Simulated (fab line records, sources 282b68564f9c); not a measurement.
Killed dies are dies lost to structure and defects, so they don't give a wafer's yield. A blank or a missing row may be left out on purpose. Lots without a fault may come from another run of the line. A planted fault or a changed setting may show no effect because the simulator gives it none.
Which tool did it? | flow rit_cmos | 14 lots, 42 wafers sampled, at 2 steps of a route of 202

WHAT THE GAUGES READ, wafer by wafer
RIT_NSD_TW_MEAS_10.
lot  | measured    | on            | NSD_TW
L207 | day 3 02:29 | film_metro-03 | 3099 3099 3093
L208 | day 3 10:37 | film_metro-04 | 3117 3125 3109
L209 | day 3 15:44 | film_metro-04 | 3103 3108 3122
L211 | day 4 02:41 | film_metro-02 | 3116 3105 3104
L212 | day 4 08:00 | film_metro-04 | 3082 3112 3096
L213 | day 4 11:05 | film_metro-03 | 3106 3109 3105
L214 | day 4 16:25 | film_metro-03 | 3110 3113 3124
L216 | day 5 02:30 | film_metro-02 | 3119 3118 3135
L221 | day 6 04:29 | film_metro-03 | 30 30 30
L222 | day 6 07:59 | film_metro-04 | 30 30 30
L223 | day 6 09:58 | film_metro-02 | 3131 3107 3112
L225 | day 6 22:16 | film_metro-04 | 3114 3112 3130
L229 | day 7 18:11 | film_metro-04 | 3115 3104 3102
L230 | day 7 21:01 | film_metro-04 | 3116 3096 3130

WHICH TOOL RAN EACH LOT (tool, then ch and the chambers of the sampled wafers, then the start)
lot  | RIT_NSD_DEVELOP_05
L207 | litho_track-03 ch 0, day 3 01:00
L208 | litho_track-03 ch 0, day 3 09:00
L209 | litho_track-04 ch 0, day 3 15:00
L211 | litho_track-04 ch 0, day 4 01:00
L212 | litho_track-03 ch 0, day 4 07:00
L213 | litho_track-02 ch 0, day 4 10:00
L214 | litho_track-04 ch 0, day 4 15:00
L216 | litho_track-02 ch 0, day 5 01:00
L221 | litho_track-03 ch 0, day 6 03:00
L222 | litho_track-03 ch 0, day 6 07:00
L223 | litho_track-02 ch 0, day 6 09:00
L225 | litho_track-04 ch 0, day 6 21:00
L229 | litho_track-04 ch 0, day 7 17:00
L230 | litho_track-02 ch 0, day 7 20:00
- RIT_NSD_DEVELOP_05: develop time 50 s.

WHAT THE TOOLS THEMSELVES READ (means of the sampled wafers that have a number; where no wafer has one, the mark that the record gives instead)
The record holds no such reading with a usual standard deviation.

THE ANSWER, worked out from the rows above alone
Rule: what is usual is taken from the lots themselves. Put in order of their means at a reading, lots are off if they are a third of the lots or fewer, leave a main group of 4 or more, and stand apart from it by a gap of 3 or more times the standard deviation of the main group's means; of several such gaps the widest counts. A main group whose means are all the same, to the digits that the tables above print for the reading, isn't used. A lot without any number at a reading at which 4 lots or more have one is off too. The other lots that the step has rows for count as sound. The gauges are gone through in route order, then the tools' own readings, and for those a lot's mean is taken as printed above. The first step at which some lot is off is used, and at that step the reading that is off furthest; a lot without a number counts as furthest.
Off: L221, L222, at RIT_NSD_TW_MEAS_10 (NSD_TW). The main group: mean 3111, standard deviation 8.
A tool fits if, at a process step before that reading, it ran every lot that is off, and no sound lot after the first of them. The gauges at RIT_NSD_TW_MEAS_10 are tried like those tools. One fits: litho_track-03 at RIT_NSD_DEVELOP_05. Its last sound lot is L212 (day 4 07:00), its first lot that is off L221 (day 6 03:00): a fault that began between those two fits.

WHAT THE SIMULATOR HAD PUT IN
Process parameter drift: litho_track-03, from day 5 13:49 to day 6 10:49, at RIT_NSD_DEVELOP_05. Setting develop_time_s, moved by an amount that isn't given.
Lots struck among those shown: L221, L222. The rule above found the same.
